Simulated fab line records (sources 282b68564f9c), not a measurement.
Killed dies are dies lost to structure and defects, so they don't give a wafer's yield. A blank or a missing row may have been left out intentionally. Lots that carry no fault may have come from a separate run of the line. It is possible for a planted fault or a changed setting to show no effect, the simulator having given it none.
fab line records	flow rit_cmos
[record] lots = 6	wafers = 18	last_day = 7
route steps=202 shown PRETRO@72 GATE@75 FOX2@80 REOX@98 NLDD@103 SDANNEAL@155 M1@202
lots untouched by any fault: they come from a run of this same line in which no faults occurred
start_h: start of the lot's first displayed wafer, in hours after the record's first day	wait_h: hours from the lot's prior step to this one	" as in the row above	L1.1+2: a single row standing in for several wafers	- no value, or no start given	* or withheld: withheld	< > ~ a bound
route shown NAME@n: NAME is a module with steps in the file, n the number in the route of the first one	usual: mean and standard deviation over wafers with no fault	same: alike in all rows	chamber/n: place in a boat	sites: per-site readings	_std_site: the values' standard deviation	_edge_site: inner sites' mean taken away from outer sites' mean	radius_mm: for every site, how far away it sits from the centre of the wafer	mask NAME#n: copy n	behind: the tool/chamber that last shaped the wafer	hold: cause of the lot's hold/its duration in hours/its outcome	device: the transistor (n, p or np) that didn't switch	end of line: tests of these same wafers at the route's end	for a step that has no rows: nothing shown but its recipe	killed: dies lost to structure and defects at the first sort, not the wafer's yield	map: shows each die of a wafer: x if killed, . if not, _ if none is there
set.NAME: the setting that was run; set.NAME@STEP: the one run at that earlier step	model.NAME: the simulator's own value behind a step, which no gauge read
a table for each step, a row for each wafer; lots at some steps of the route
services: the hour from which a tool's chamber was out of use, counted from the record's first day as start_h (under 0 if before that day), plus the number of hours and why
[[steps]]
[step RIT_PRETRO_IMPLANT_08]
[recipe] species = B	energy_kev = 45	dose_cm2 = 1.2e+13	tilt_deg = 7
[step RIT_PRETRO_STRIP_09]
[recipe] chemistry = O2	time_s = 180	resist = NOVOLAK	platen_temp_c = withheld	power_w = 500	pressure_mtorr = 4000	o2_flow_sccm = 4000
[usual] drypump_motor_current_A = 5.87/0.28	rf_refl_power_W = 7.0/0.63
lot.wafer	tool	chamber	start_h	wait_h	drypump_motor_current_A	rf_hours_counter_h	rf_refl_power_W
L675.1	plasma_asher-02	1	41.02	0.1	5.96	23	7.1
L675.2	"	0	"	"	6.26	23	6.7
L675.6	"	1	"	"	5.96	-	7.2
L676.3	plasma_asher-02	1	46.25	0.1	5.97	-	6.8
L676.4	"	0	"	"	6.24	-	6.2
L676.5	"	0	"	"	6.23	-	6.2
L679.2	plasma_asher-01	1	63.74	0.1	6.05	41	5.8
L679.3	"	1	"	"	6.04	-	6.0
L679.5	"	1	"	"	6.04	-	5.6
L682.2	plasma_asher-04	1	76.45	0.1	5.54	45	8.1
L682.4	"	0	"	"	5.88	-	7.1
L682.5	"	0	"	"	5.87	-	6.8
L690.1	plasma_asher-04	0	117.45	0.1	5.87	50	7.2
L690.2	"	1	"	"	5.51	50	7.7
L690.6	"	1	"	"	5.52	-	8.2
L694.1	plasma_asher-02	1	136.19	0.1	5.96	34	7.3
L694.3	"	1	"	"	5.97	-	7.3
L694.5	"	1	"	"	5.97	-	7.0
[step RIT_PRETRO_TW_MEAS_10]
[usual] PRETRO_TW = 479/3.1
lot.wafer	tool	chamber	start_h	wait_h	PRETRO_TW
L675.1	film_metro-02	-	41.19	0.1	480
L675.2	"	-	"	"	483
L675.6	"	-	"	"	480
L676.3	film_metro-03	-	46.39	0.1	475
L676.4	"	-	"	"	475
L676.5	"	-	"	"	476
L679.2	film_metro-02	-	63.92	0.1	483
L679.3	"	-	"	"	481
L679.5	"	-	"	"	482
L682.2	film_metro-02	-	76.64	0.1	478
L682.4	"	-	"	"	481
L682.5	"	-	"	"	480
L690.1	film_metro-02	-	117.63	0.1	482
L690.2	"	-	"	"	482
L690.6	"	-	"	"	483
L694.1	film_metro-03	-	136.36	0.1	472
L694.3	"	-	"	"	476
L694.5	"	-	"	"	475
[step RIT_GATE_WET_ETCH_00]
[recipe] chemistry = BOE	target = SiO2	target_depth_nm = 56	time_s = 60	dry = n2_spin	dilution = 10:1	temp_c = 21.5
[step RIT_GATE_CLEAN_01]
[recipe] chemistry = SC1	mix = 3:3:50	time_s = 600	temp_c = 75
[step RIT_GATE_CLEAN_02]
[recipe] chemistry = dHF	dilution = 50:1	time_s = 30
[step RIT_GATE_CLEAN_03]
[recipe] chemistry = SC2	mix = 3:3:50	time_s = 600	temp_c = 75	dry = n2_spin
[step RIT_GATE_CLEAN_04]
[recipe] chemistry = dHF	dilution = 50:1	time_s = 60	dry = n2_spin
[step RIT_FOX2_THK_MEAS_91]
[recipe] reads = SiO2_of_FOX2_OXIDATION_00
[usual] FIELD_OXIDE_LEFT_2_THK = 249/7.4
lot.wafer	tool	chamber	start_h	wait_h	FIELD_OXIDE_LEFT_2_THK[nm]
L675.1	film_metro-02	-	41.67	0.0	250
L675.2	"	-	"	"	256
L675.6	"	-	"	"	253
L676.3	film_metro-03	-	46.87	0.0	241
L676.4	"	-	"	"	244
L676.5	"	-	"	"	245
L679.2	film_metro-04	-	64.40	0.0	235
L679.3	"	-	"	"	238
L679.5	"	-	"	"	229
L682.2	film_metro-03	-	77.15	0.0	250
L682.4	"	-	"	"	249
L682.5	"	-	"	"	255
L690.1	film_metro-03	-	118.14	0.0	252
L690.2	"	-	"	"	251
L690.6	"	-	"	"	256
L694.1	film_metro-02	-	136.84	0.0	257
L694.3	"	-	"	"	262
L694.5	"	-	"	"	259
[step RIT_GATE_OXIDATION_05]
[recipe] temp_c = 900	ambient = O2	target_thk_a = 30	ox_time_s = 270
[step RIT_GATE_ANNEAL_06]
[recipe] temp_c = 900	time_s = 600	ambient = N2O
[step RIT_GATE_THK_MEAS_07]
[recipe] reads = SiO2_of_GATE_OXIDATION_05
[usual] GATE_OXIDE_THK = 2.99/0.064
lot.wafer	tool	chamber	start_h	wait_h	GATE_OXIDE_THK[nm]
L675.1	film_metro-02	-	46.02	0.0	3.03
L675.2	"	-	"	"	2.96
L675.6	"	-	"	"	3.09
L676.3	film_metro-03	-	50.62	0.0	2.97
L676.4	"	-	"	"	2.92
L676.5	"	-	"	"	2.98
L679.2	film_metro-04	-	65.78	0.0	3.03
L679.3	"	-	"	"	3.07
L679.5	"	-	"	"	3.00
L682.2	film_metro-04	-	78.54	0.0	2.93
L682.4	"	-	"	"	3.03
L682.5	"	-	"	"	3.05
L690.1	film_metro-02	-	120.06	0.0	3.05
L690.2	"	-	"	"	3.06
L690.6	"	-	"	"	3.04
L694.1	film_metro-03	-	138.71	0.0	3.10
L694.3	"	-	"	"	3.09
L694.5	"	-	"	"	3.12
[step RIT_GATE_CVD_08]
[recipe] material = poly-Si	target_thk_nm = 250	temp_c = 610	precursor = SiH4	time_s = 2220	pressure_mtorr = 300	sih4_flow_sccm = 100
[usual] spike_tc_source_C = 633.3/1.4
lot.wafer	tool	chamber	start_h	wait_h	spike_tc_source_C	model.poly-Si_of_GATE_CVD_08.thk_nm
L675.1	lpcvd-01	0	46.08	0.1	631.0	256.3
L675.2	"	0	"	"	629.7	255.2
L675.6	"	0	"	"	631.0	256.9
L676.3	lpcvd-02	0	50.66	0.0	633.4	249.3
L676.4	"	0	"	"	632.4	247.5
L676.5	"	0	"	"	632.6	249.1
L679.2	lpcvd-01	1	65.83	0.0	634.7	154.7
L679.3	"	1	"	"	634.6	153
L679.5	"	1	"	"	633.8	153.7
L682.2	lpcvd-01	1	78.59	0.0	634.5	151.9
L682.4	"	1	"	"	635.6	152.5
L682.5	"	1	"	"	633.7	151.7
L690.1	lpcvd-02	1	120.12	0.1	631.9	253.4
L690.2	"	1	"	"	633.2	251
L690.6	"	1	"	"	632.9	251.2
L694.1	lpcvd-02	0	138.77	0.1	634.1	248.8
L694.3	"	0	"	"	634.2	248
L694.5	"	0	"	"	632.4	249.6
[step RIT_GATE_THK_MEAS_09]
[recipe] reads = poly-Si_of_GATE_CVD_08
[usual] GATE_POLY_THK = 250.9/2.4
lot.wafer	tool	chamber	start_h	wait_h	GATE_POLY_THK[nm]
L675.1	film_metro-03	-	47.70	0.0	256.3
L675.2	"	-	"	"	255.4
L675.6	"	-	"	"	256.9
L676.3	film_metro-02	-	52.29	0.0	249.2
L676.4	"	-	"	"	247.4
L676.5	"	-	"	"	249.1
L679.2	film_metro-03	-	68.27	0.0	154.7
L679.3	"	-	"	"	153.2
L679.5	"	-	"	"	153.8
L682.2	film_metro-04	-	80.21	0.0	151.9
L682.4	"	-	"	"	152.6
L682.5	"	-	"	"	151.7
L690.1	film_metro-02	-	121.74	0.0	253.3
L690.2	"	-	"	"	250.9
L690.6	"	-	"	"	251.3
L694.1	film_metro-04	-	140.38	0.0	249.0
L694.3	"	-	"	"	248.0
L694.5	"	-	"	"	249.7
[step RIT_GATE_HMDS_10]
[recipe] prime_time_s = 60	prime_temp_c = 140
[step RIT_GATE_COAT_11]
[recipe] resist = NOVOLAK	spin_rpm = 4250	resist_thk_nm = 850
[step RIT_GATE_SOFTBAKE_12]
[recipe] resist = NOVOLAK	temp_c = 90	time_s = 60
[step RIT_GATE_EXPOSE_13]
[recipe] mask_id = M6	na = 0.6	source_shape = conventional	sigma_outer = 0.6	target_cd_nm = 150	dose_mj = 380
[step RIT_GATE_PEB_14]
[recipe] resist = NOVOLAK	temp_c = withheld	time_s = withheld
[step RIT_GATE_DEVELOP_15]
[recipe] resist = NOVOLAK	develop_time_s = 50	dev_temp_c = 23
[step RIT_GATE_CD_MEAS_16]
[recipe] target_cd_nm = 150
[usual] cd_nm = 149.0/2.6
lot.wafer	tool	chamber	start_h	wait_h	cd_nm
L675.1	cd_sem-01	-	48.74	-	153.5
L675.2	"	-	"	"	152.1
L675.6	"	-	"	"	150.8
L676.3	cd_sem-01	-	53.22	-	146.8
L676.4	"	-	"	"	150.0
L676.5	"	-	"	"	148.7
L679.2	cd_sem-02	-	69.37	-	146.6
L679.3	"	-	"	"	148.4
L679.5	"	-	"	"	148.4
L682.2	cd_sem-02	-	81.23	-	148.4
L682.4	"	-	"	"	146.0
L682.5	"	-	"	"	148.4
L690.1	cd_sem-02	-	122.78	-	150.7
L690.2	"	-	"	"	152.5
L690.6	"	-	"	"	153.0
L694.1	cd_sem-01	-	141.42	-	148.6
L694.3	"	-	"	"	148.8
L694.5	"	-	"	"	150.3
[step RIT_GATE_OVL_MEAS_17]
[usual] GATE_OVL = -0.1/1.5
lot.wafer	tool	chamber	start_h	wait_h	GATE_OVL[nm]
L675.1	overlay-01	-	48.86	0.1	1.6
L675.2	"	-	"	"	-0.1
L675.6	"	-	"	"	1.5
L676.3	overlay-01	-	53.31	0.1	-1.1
L676.4	"	-	"	"	-2.8
L676.5	"	-	"	"	-2.4
L679.2	overlay-02	-	69.48	0.1	-1.1
L679.3	"	-	"	"	2.1
L679.5	"	-	"	"	-0.4
L682.2	overlay-02	-	81.34	0.1	0.5
L682.4	"	-	"	"	0.2
L682.5	"	-	"	"	-0.1
L690.1	overlay-01	-	122.90	0.1	-1.5
L690.2	"	-	"	"	-2.9
L690.6	"	-	"	"	-3.2
L694.1	overlay-01	-	141.54	0.1	-1.5
L694.3	"	-	"	"	0.5
L694.5	"	-	"	"	0.0
[step RIT_GATE_HARDBAKE_18]
[recipe] resist = NOVOLAK	temp_c = 140	time_s = 60
[step RIT_GATE_ETCH_19]
[recipe] chemistry = SF6/CHF3/O2	time_s = 165	SF6_flow_sccm = 30	CHF3_flow_sccm = 30	O2_flow_sccm = 5	target = poly-Si	pressure_mtorr = 40	rf_w = 160	target_depth_a = 3125	over_etch_frac = 0.25	stop_on = SiO2
[usual] drypump_motor_current_A = 5.54/0.29	oes_product_au = 0.856/0.012	throttle_valve_pct = 10.28/0.12
lot.wafer	tool	chamber	start_h	wait_h	drypump_motor_current_A	oes_product_au	rf_hours_counter_h	throttle_valve_pct	model.GATE.feature_depth_nm	model.etch.depth_nm
L675.1	rie_si-01	1	49.04	0.1	5.86	0.874	102	10.22	256.3	256.3
L675.2	"	0	"	"	5.34	0.849	82	10.24	255.2	255.2
L675.6	"	3	"	"	5.30	0.871	-	10.17	256.9	256.9
L676.3	rie_si-02	3	53.49	0.1	5.45	0.847	139	10.44	249.3	249.3
L676.4	"	2	"	"	5.46	0.853	1	10.35	247.5	247.5
L676.5	"	1	"	"	5.16	0.830	-	10.49	249.1	249.1
L679.2	rie_si-01	2	69.66	0.1	6.09	0.629	123	10.09	154.7	154.7
L679.3	"	0	"	"	5.35	0.614	83	10.23	153	153
L679.5	"	2	"	"	6.09	0.630	-	10.09	153.7	153.7
L682.2	rie_si-02	0	81.52	0.1	5.59	0.619	39	10.24	151.9	151.9
L682.4	"	3	"	"	5.44	0.611	139	10.45	152.5	152.5
L682.5	"	2	"	"	5.46	0.619	-	10.35	151.7	151.7
L690.1	rie_si-02	0	123.09	0.1	5.59	0.867	39	10.24	253.4	253.4
L690.2	"	3	"	"	5.46	0.850	140	10.44	251	251
L690.6	"	1	"	"	5.15	0.843	-	10.49	251.2	251.2
L694.1	rie_si-02	2	141.73	0.1	5.45	0.847	2	10.35	248.8	248.8
L694.3	"	3	"	"	5.45	0.846	140	10.44	248	248
L694.5	"	3	"	"	5.47	0.854	-	10.44	249.6	249.6
[step RIT_GATE_STRIP_20]
[recipe] chemistry = O2	time_s = 180	resist = NOVOLAK	platen_temp_c = withheld	power_w = 500	pressure_mtorr = 4000	o2_flow_sccm = 4000
[usual] drypump_motor_current_A = 5.63/0.28	rf_refl_power_W = 7.4/1
lot.wafer	tool	chamber	start_h	wait_h	drypump_motor_current_A	rf_hours_counter_h	rf_refl_power_W
L675.1	plasma_asher-04	1	49.15	0.1	5.53	43	7.1
L675.2	"	0	"	"	5.88	43	7.0
L675.6	"	0	"	"	5.88	-	7.0
L676.3	plasma_asher-04	0	53.66	0.1	5.87	-	7.5
L676.4	"	1	"	"	5.52	-	7.9
L676.5	"	1	"	"	5.55	-	7.6
L679.2	plasma_asher-04	1	69.77	0.1	5.53	45	7.8
L679.3	"	1	"	"	5.54	-	7.6
L679.5	"	1	"	"	5.51	-	8.1
L682.2	plasma_asher-01	0	81.62	0.1	5.38	43	7.8
L682.4	"	0	"	"	5.37	-	8.0
L682.5	"	1	"	"	6.02	-	5.9
L690.1	plasma_asher-04	0	123.20	0.1	5.87	51	7.0
L690.2	"	1	"	"	5.53	51	7.6
L690.6	"	0	"	"	5.87	-	6.9
L694.1	plasma_asher-04	0	141.83	0.1	5.89	52	7.4
L694.3	"	1	"	"	5.54	-	7.7
L694.5	"	1	"	"	5.52	-	7.7
[step RIT_GATE_CD_MEAS_90]
[recipe] target_cd_nm = 150
[usual] cd_nm = 149.0/2.6
lot.wafer	tool	chamber	start_h	wait_h	cd_nm
L675.1	cd_sem-01	-	49.32	0.1	153.5
L675.2	"	-	"	"	152.3
L675.6	"	-	"	"	150.9
L676.3	cd_sem-02	-	53.81	0.1	147.0
L676.4	"	-	"	"	150.8
L676.5	"	-	"	"	149.0
L679.2	cd_sem-02	-	69.96	0.1	146.4
L679.3	"	-	"	"	148.5
L679.5	"	-	"	"	148.0
L682.2	cd_sem-01	-	81.82	0.1	148.5
L682.4	"	-	"	"	146.1
L682.5	"	-	"	"	148.8
L690.1	cd_sem-01	-	123.37	0.1	150.6
L690.2	"	-	"	"	152.7
L690.6	"	-	"	"	152.7
L694.1	cd_sem-01	-	142.01	0.1	148.4
L694.3	"	-	"	"	149.1
L694.5	"	-	"	"	149.8
[step RIT_REOX_CLEAN_00]
[recipe] chemistry = SC1	mix = 3:3:50	time_s = 600	temp_c = 75
[step RIT_REOX_CLEAN_01]
[recipe] chemistry = dHF	dilution = 50:1	time_s = 30
[step RIT_REOX_CLEAN_02]
[recipe] chemistry = SC2	mix = 3:3:50	time_s = 600	temp_c = 75	dry = n2_spin
[step RIT_REOX_OXIDATION_03]
[recipe] temp_c = 900	ambient = O2	target_thk_a = 252	ox_time_s = 5580
[step RIT_REOX_THK_MEAS_04]
[recipe] reads = SiO2_of_REOX_OXIDATION_03
[usual] REOX_OXIDE_THK = 25.0/0.5
lot.wafer	tool	chamber	start_h	wait_h	REOX_OXIDE_THK[nm]
L675.1	film_metro-04	-	52.54	0.0	25.8
L675.2	"	-	"	"	26.3
L675.6	"	-	"	"	25.8
L676.3	film_metro-01	-	56.85	0.0	24.8
L676.4	"	-	"	"	24.4
L676.5	"	-	"	"	24.3
L679.2	film_metro-01	-	72.99	0.0	25.3
L679.3	"	-	"	"	24.6
L679.5	"	-	"	"	24.7
L682.2	film_metro-04	-	84.88	0.0	26.4
L682.4	"	-	"	"	26.2
L682.5	"	-	"	"	26.1
L690.1	film_metro-01	-	126.43	0.0	25.4
L690.2	"	-	"	"	25.9
L690.6	"	-	"	"	25.3
L694.1	film_metro-02	-	145.05	0.0	24.8
L694.3	"	-	"	"	24.3
L694.5	"	-	"	"	25.0
[step RIT_NLDD_HMDS_00]
[recipe] prime_time_s = 60	prime_temp_c = 140
[step RIT_NLDD_COAT_01]
[recipe] resist = NOVOLAK	spin_rpm = 3250	resist_thk_nm = 1000
[step RIT_NLDD_SOFTBAKE_02]
[recipe] resist = NOVOLAK	temp_c = 90	time_s = 60
[step RIT_NLDD_EXPOSE_03]
[recipe] mask_id = M7	na = 0.57	target_cd_nm = 40700	dose_mj = 250
[step RIT_NLDD_PEB_04]
[recipe] resist = NOVOLAK	temp_c = withheld	time_s = withheld
[step RIT_NLDD_DEVELOP_05]
[recipe] resist = NOVOLAK	develop_time_s = 50	dev_temp_c = 23
[step RIT_NLDD_OVL_MEAS_06]
[usual] NLDD_OVL = 0.1/1.6
lot.wafer	tool	chamber	start_h	wait_h	NLDD_OVL[nm]
L675.1	overlay-02	-	53.45	-	0.4
L675.2	"	-	"	"	0.9
L675.6	"	-	"	"	1.5
L676.3	overlay-02	-	57.86	-	1.1
L676.4	"	-	"	"	1.8
L676.5	"	-	"	"	1.0
L679.2	overlay-02	-	74.02	-	-1.7
L679.3	"	-	"	"	0.9
L679.5	"	-	"	"	0.6
L682.2	overlay-01	-	85.78	-	-3.0
L682.4	"	-	"	"	-1.1
L682.5	"	-	"	"	-3.0
L690.1	overlay-01	-	127.46	-	0.4
L690.2	"	-	"	"	-1.1
L690.6	"	-	"	"	-2.2
L694.1	overlay-02	-	145.95	-	-2.1
L694.3	"	-	"	"	0.0
L694.5	"	-	"	"	0.0
[step RIT_NLDD_HARDBAKE_07]
[recipe] resist = NOVOLAK	temp_c = 140	time_s = 60
[step RIT_NLDD_IMPLANT_08]
[recipe] species = P	energy_kev = 20	dose_cm2 = 5e+14	tilt_deg = 7
[step RIT_NLDD_STRIP_09]
[recipe] chemistry = O2	time_s = 180	resist = NOVOLAK	platen_temp_c = withheld	power_w = 500	pressure_mtorr = 4000	o2_flow_sccm = 4000
[usual] drypump_motor_current_A = 5.8/0.36	rf_refl_power_W = 7.5/1.1
lot.wafer	tool	chamber	start_h	wait_h	drypump_motor_current_A	rf_hours_counter_h	rf_refl_power_W
L675.1	plasma_asher-02	0	53.79	0.1	6.3	25	6.4
L675.2	"	1	"	"	5.9	25	7.3
L675.6	"	1	"	"	6.0	-	7.2
L676.3	plasma_asher-04	0	58.24	0.1	5.9	-	7.1
L676.4	"	1	"	"	5.5	-	7.9
L676.5	"	1	"	"	5.5	-	8.4
L679.2	plasma_asher-02	1	74.35	0.1	6.0	27	7.1
L679.3	"	0	"	"	6.2	-	6.4
L679.5	"	0	"	"	6.2	-	6.4
L682.2	plasma_asher-02	1	86.11	0.1	6.0	28	7.0
L682.4	"	1	"	"	6.0	-	7.1
L682.5	"	0	"	"	6.2	-	6.5
L690.1	plasma_asher-02	0	127.80	0.1	6.2	33	6.4
L690.2	"	1	"	"	6.0	33	7.1
L690.6	"	0	"	"	6.3	-	6.7
L694.1	plasma_asher-03	0	146.29	0.1	5.2	52	9.9
L694.3	"	0	"	"	5.2	-	9.6
L694.5	"	1	"	"	5.4	-	7.4
[step RIT_NLDD_TW_MEAS_10]
[usual] NLDD_TW = 2494/18
lot.wafer	tool	chamber	start_h	wait_h	NLDD_TW
L675.1	film_metro-01	-	53.96	0.1	2511
L675.2	"	-	"	"	2504
L675.6	"	-	"	"	2510
L676.3	film_metro-03	-	58.38	0.1	2480
L676.4	"	-	"	"	2481
L676.5	"	-	"	"	2476
L679.2	film_metro-03	-	74.54	0.1	2467
L679.3	"	-	"	"	2461
L679.5	"	-	"	"	2478
L682.2	film_metro-01	-	86.30	0.1	2508
L682.4	"	-	"	"	2524
L682.5	"	-	"	"	2502
L690.1	film_metro-04	-	127.97	0.1	2481
L690.2	"	-	"	"	2492
L690.6	"	-	"	"	2489
L694.1	film_metro-04	-	146.47	0.1	2480
L694.3	"	-	"	"	2481
L694.5	"	-	"	"	2458
[step RIT_SDANNEAL_CLEAN_02]
[recipe] chemistry = SC2	mix = 3:3:50	time_s = 600	temp_c = 75	dry = n2_spin
lot.wafer	tool	chamber	start_h	wait_h	model.poly-Si_of_GATE_CVD_08.thk_nm
L675.1	wet_bench-04	3	61.33	0.0	170.6
L675.2	"	3	"	"	169.1
L675.6	"	3	"	"	169.5
L676.3	wet_bench-03	3	65.41	0.0	162.1
L676.4	"	3	"	"	159.2
L676.5	"	3	"	"	162.7
L679.2	wet_bench-02	0	81.86	0.0	67.56
L679.3	"	0	"	"	65.94
L679.5	"	0	"	"	67.32
L682.2	wet_bench-03	1	93.84	0.0	66.21
L682.4	"	1	"	"	66.36
L682.5	"	1	"	"	65.86
L690.1	wet_bench-03	2	135.23	0.0	166.9
L690.2	"	2	"	"	165.9
L690.6	"	2	"	"	164.3
L694.1	wet_bench-02	0	154.01	0.0	161
L694.3	"	0	"	"	161.4
L694.5	"	0	"	"	163.6
[step RIT_M1_PROBE_99]
[usual] killed_at_contacts = 0.0/0.22	killed_at_front_end = 7/3	killed_dies = 7/3.1	killed_open = 3.4/2.1	killed_short = 3.2/1.9
[same] gross_dies = 264	killed_at_M0_to_M3 = 0	killed_at_M4_up = 0	killed_at_back_side = 0	killed_at_other = 0
lot.wafer	tool	chamber	start_h	wait_h	killed_at_contacts	killed_at_front_end	killed_dies	killed_open	killed_short
L675.1	prober-01	-	68.92	0.1	0	2	2	1	1
L675.2	prober-01	-	68.97	0.1	0	6	6	2	4
L675.6	prober-01	-	69.17	0.2	0	4	4	1	3
L676.3	prober-01	-	73.38	0.2	0	5	5	1	4
L676.4	prober-01	-	73.43	0.2	0	8	8	5	3
L676.5	prober-01	-	73.48	0.2	0	8	8	2	6
L679.2	prober-02	-	90.15	0.1	0	6	6	2	4
L679.3	prober-02	-	90.20	0.2	1	11	12	8	4
L679.5	prober-02	-	90.30	0.2	0	10	10	5	5
L682.2	prober-01	-	101.55	0.1	0	5	5	3	2
L682.4	prober-01	-	101.65	0.2	0	8	8	2	6
L682.5	prober-01	-	101.70	0.2	0	10	10	4	6
L690.1	prober-01	-	143.61	0.1	0	6	6	3	3
L690.2	prober-01	-	143.66	0.1	0	7	7	2	5
L690.6	prober-01	-	143.86	0.2	0	6	6	3	3
L694.1	prober-01	-	161.92	0.1	0	9	9	6	3
L694.3	prober-01	-	162.02	0.2	0	11	11	4	7
L694.5	prober-01	-	162.12	0.2	0	6	6	2	4
// killed by level:class
L675.1 GATE:geometric_particle:open=1 SILICIDE:geometric_particle:short=1
L675.2 REOX:geometric_particle:short=2 FOX2:geometric_particle:short=1 FOX2:geometric_particle:open=1 GATE:geometric_particle:open=1 GATE:geometric_particle:short=1
L675.6 GATE:geometric_particle:short=2 FOX2:geometric_particle:short=1 GATE:geometric_particle:open=1
L676.3 GATE:geometric_particle:short=2 FOX1:geometric_particle:short=1 FOX2:geometric_particle:open=1 REOX:geometric_particle:short=1
L676.4 SPACER:geometric_particle:open=3 GATE:geometric_particle:open=2 GATE:geometric_particle:short=2 SPACER:geometric_particle:short=1
L676.5 GATE:geometric_particle:short=5 GATE:geometric_particle:open=1 REOX:geometric_particle:open=1 SPACER:geometric_particle:short=1
L679.2 GATE:geometric_particle:short=2 GATE:geometric_particle:open=1 REOX:geometric_particle:open=1 SPACER:geometric_particle:short=1 SILICIDE:geometric_particle:short=1
L679.3 SILICIDE:geometric_particle:open=4 GATE:geometric_particle:open=3 FOX1:geometric_particle:open=1 GATE:geometric_particle:short=1 SPACER:geometric_particle:short=1 SILICIDE:geometric_particle:short=1 CONTACT:geometric_particle:short=1
L679.5 GATE:geometric_particle:open=4 FOX2:geometric_particle:short=3 FOX1:geometric_particle:short=1 FOX2:geometric_particle:open=1 GATE:geometric_particle:short=1
L682.2 FOX1:geometric_particle:open=1 FOX1:geometric_particle:short=1 GATE:geometric_particle:open=1 GATE:geometric_particle:short=1 SPACER:geometric_particle:open=1
L682.4 GATE:geometric_particle:short=4 GATE:geometric_particle:open=2 FOX1:geometric_particle:short=1 SPACER:geometric_particle:short=1
L682.5 GATE:geometric_particle:short=4 GATE:geometric_particle:open=3 REOX:geometric_particle:open=1 SPACER:geometric_particle:short=1 SILICIDE:geometric_particle:short=1
L690.1 REOX:geometric_particle:short=2 FOX1:geometric_particle:open=1 GATE:geometric_particle:open=1 GATE:geometric_particle:short=1 REOX:geometric_particle:open=1
L690.2 REOX:geometric_particle:short=3 FOX1:geometric_particle:short=1 REOX:geometric_particle:open=1 SPACER:geometric_particle:short=1 SILICIDE:geometric_particle:open=1
L690.6 REOX:geometric_particle:short=2 GATE:geometric_particle:short=1 GATE:geometric_particle:open=1 REOX:geometric_particle:open=1 SILICIDE:geometric_particle:open=1
L694.1 FOX1:geometric_particle:open=3 FOX1:geometric_particle:short=1 GATE:geometric_particle:open=1 REOX:geometric_particle:open=1 REOX:geometric_particle:short=1 SILICIDE:geometric_particle:open=1 SILICIDE:geometric_particle:short=1
L694.3 FOX1:geometric_particle:open=2 GATE:geometric_particle:short=2 REOX:geometric_particle:short=2 SILICIDE:geometric_particle:short=2 FOX1:geometric_particle:short=1 GATE:geometric_particle:open=1 SILICIDE:geometric_particle:open=1
L694.5 GATE:geometric_particle:short=2 ACTIVE:geometric_particle:open=1 GATE:geometric_particle:open=1 REOX:geometric_particle:short=1 SILICIDE:geometric_particle:short=1
[[services]]
tool	chamber	start_h	hours	kind
plasma_asher-01	-	17.66	12.7	repair
rie_si-01	1	26.34	4.2	repair
lpcvd-01	-	36.96	0.8	repair
rie_si-02	1	62.37	3.4	repair
plasma_asher-04	-	71.49	0.9	repair
wet_bench-04	-	82.53	3.8	repair
plasma_asher-01	-	108.75	9.0	pm
plasma_asher-01	0	108.75	9.0	vent_cycle
plasma_asher-01	1	108.75	9.0	vent_cycle
rie_si-02	3	109.53	12.8	repair
plasma_asher-03	-	114.87	0.8	repair
plasma_asher-01	0	117.75	-	clean
plasma_asher-01	1	117.75	-	clean
wet_bench-04	-	122.70	1.9	pm
rie_si-02	0	134.13	7.4	repair
plasma_asher-02	-	153.84	2.0	repair
[[key]]
[first_sign] step = RIT_GATE_THK_MEAS_09	reading = GATE_POLY_THK	direction = down	sigmas = 41	usual = 250.9	struck = 153.0
[effect] step = RIT_GATE_ETCH_19	reading = oes_product_au	direction = down	sigmas = 19	usual = 0.856	struck = 0.620
[model_effect] step = RIT_GATE_CVD_08	value = poly-Si_of_GATE_CVD_08.thk_nm	without = 252.8	struck = 152.9
[model_effect] step = RIT_GATE_ETCH_19	value = GATE.feature_depth_nm	without = 252.8	struck = 152.9
[model_effect] step = RIT_SDANNEAL_CLEAN_02	value = poly-Si_of_GATE_CVD_08.thk_nm	without = 166.5	struck = 66.54
met_at RIT_GATE_CVD_08
struck_wafers L679.2,L679.3,L679.5,L682.2,L682.4,L682.5
tester_left_out L679,L682
[fault] kind = process_parameter_drift	tool = lpcvd-01	chamber = 1	onset_h = 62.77	steps = RIT_GATE_CVD_08	channel = target_thk_nm	offset = -99.917	shape = step	end_h = 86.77	acts_in = these_recipes_only	stated = 250
// tester_left_out: of these lots the tester's yield and bins aren't shown, on N5 and GAA mostly nor the transistor test; their killed dies are dies lost to structure and defects alone, not to doping, threshold or leakage, so they don't give the yield
